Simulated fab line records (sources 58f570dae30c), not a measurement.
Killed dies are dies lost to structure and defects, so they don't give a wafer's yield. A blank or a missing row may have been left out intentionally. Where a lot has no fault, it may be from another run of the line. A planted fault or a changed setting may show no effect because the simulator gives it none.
A struck lot beside a sound one    flow berkeley_cmos170    21 out of 331 route steps
Sound: wafers L400.2, L400.4, L400.5. The struck wafers were L413.2, L413.4, L413.5. At the end, the cause is stated.
For every step that has rows: the tool of each side, followed by ch and its chambers, followed by its first start. Under that, the readings that differ: sound wafers    struck wafers    difference of the means    sigmas: that difference in standard deviations of wafers without a fault.
alike: same words and numbers on both sides, and readings whose means sit less than 2 such deviations apart. not compared: any withheld reading, any reading some wafer has no value for, any bound like >300 that may hide the same value, and any number with overlapping values for which the record gives no deviation.
The two part at a step that has a row with sigmas, a row that says differs or no value, or rows on one side only. Numbers that have no deviation but don't overlap get no sigmas and don't part them. A reading that every wafer of one side lacks parts them only if that side has two wafers or more.

first, 1 step without rows for these wafers: UCB170_ZERO_DEVELOP_05 (develop time 45 s).
UCB170_ZERO_ETCH_06: etches SiO2 in CHF3/CF4/Ar, time 12 s.
  sound on rie_diel-04 ch 0,1, day 2 17:40; struck on rie_diel-02 ch 0,1, day 5 07:26
  alike: drypump_motor_current_A, oes_product_au, throttle_valve_pct
  not compared: rf_hours_counter_h
UCB170_ZERO_STRIP_07: strips in O2.
  sound on plasma_asher-03 ch 0,1, day 2 17:41; struck on plasma_asher-03 ch 0,1, day 5 07:27
  alike: drypump_motor_current_A, oes_product_au, strip_time_to_endpoint_s
  not compared: rf_hours_counter_h
then, 2 steps without rows for these wafers: UCB170_NWELL_WET_ETCH_00 (etches SiO2 in dHF, time 200 s); UCB170_NWELL_OXIDATION_01 (target thk 26.4 nm, ox time 1260 s).
UCB170_NWELL_THK_MEAS_02:
  sound on film_metro-02, day 2 23:17; struck on film_metro-02, day 5 09:39
  alike: NWELL_OXIDE_THK
then, 2 steps without rows for these wafers: UCB170_NWELL_ANNEAL_03 (time 900 s); UCB170_NWELL_CVD_04 (deposits Si3N4 from SiH2Cl2/NH3, target thk 224 nm, time 3360 s).
UCB170_NWELL_THK_MEAS_05:
  sound on film_metro-03, day 3 05:22; struck on film_metro-04, day 5 16:48
reading                 sound              struck             difference  sigmas
NWELL_NITRIDE_THK (nm)  228.2 227.5 228.1  222.8 222.6 222.9  -5.2        -2
then, 3 steps without rows for these wafers: UCB170_NWELL_HMDS_06 (prime time 60 s); UCB170_NWELL_COAT_07 (resist thk 900 nm); UCB170_NWELL_SOFTBAKE_08 (time 60 s).
UCB170_NWELL_EXPOSE_09: exposes mask NWELL, target cd 3000 nm.
  sound on krf_scanner-02 ch 0, day 3 05:53; struck on krf_scanner-01 ch 0, day 5 17:37
reading  sound                    struck                   difference  sigmas
mask     NWELL#0 NWELL#0 NWELL#0  PWELL#0 PWELL#0 PWELL#0  differs     
then, 2 steps without rows for these wafers: UCB170_NWELL_PEB_10; UCB170_NWELL_DEVELOP_11 (develop time 45 s).
UCB170_NWELL_OVL_MEAS_12:
  sound on overlay-01, day 3 06:16; struck on overlay-02, day 5 17:59
reading         sound  struck  difference                     sigmas
NWELL_OVL (nm)  1 9 7  - - -   no value on the struck wafers  
UCB170_NWELL_ETCH_13: etches Si3N4 in CH3F/Ar/O2, stops on SiO2, target depth 246.4 nm, time 154 s.
  sound on rie_diel-01 ch 0,1,3, day 3 06:17; struck on rie_diel-01 ch 0,2, day 5 18:01
  alike: drypump_motor_current_A, oes_product_au, throttle_valve_pct
  not compared: rf_hours_counter_h
then, 1 step without rows for these wafers: UCB170_NWELL_IMPLANT_14.
UCB170_NWELL_STRIP_15: strips in O2.
  sound on plasma_asher-02 ch 0,1, day 3 06:32; struck on plasma_asher-03 ch 0,1, day 5 18:16
reading                       sound              struck             difference  sigmas
strip_time_to_endpoint_s (s)  18.13 18.14 18.03  17.92 17.87 17.85  -0.22       -3
  alike: drypump_motor_current_A, oes_product_au
  not compared: rf_hours_counter_h
UCB170_NWELL_TW_MEAS_16:
  sound on film_metro-03, day 3 06:39; struck on film_metro-02, day 5 18:36
reading   sound           struck    difference  sigmas
NWELL_TW  1237 1239 1241  30 30 30  -1209       -99 or more
  not compared: hold
UCB170_M3_PROBE_99:
  sound wafers here have rows in the record (prober-01, day 8 15:41); struck ones have none

WHERE THEY PART
At UCB170_NWELL_THK_MEAS_05 first; at UCB170_M3_PROBE_99 last (within this record only).

WHY: the cause the simulator had injected
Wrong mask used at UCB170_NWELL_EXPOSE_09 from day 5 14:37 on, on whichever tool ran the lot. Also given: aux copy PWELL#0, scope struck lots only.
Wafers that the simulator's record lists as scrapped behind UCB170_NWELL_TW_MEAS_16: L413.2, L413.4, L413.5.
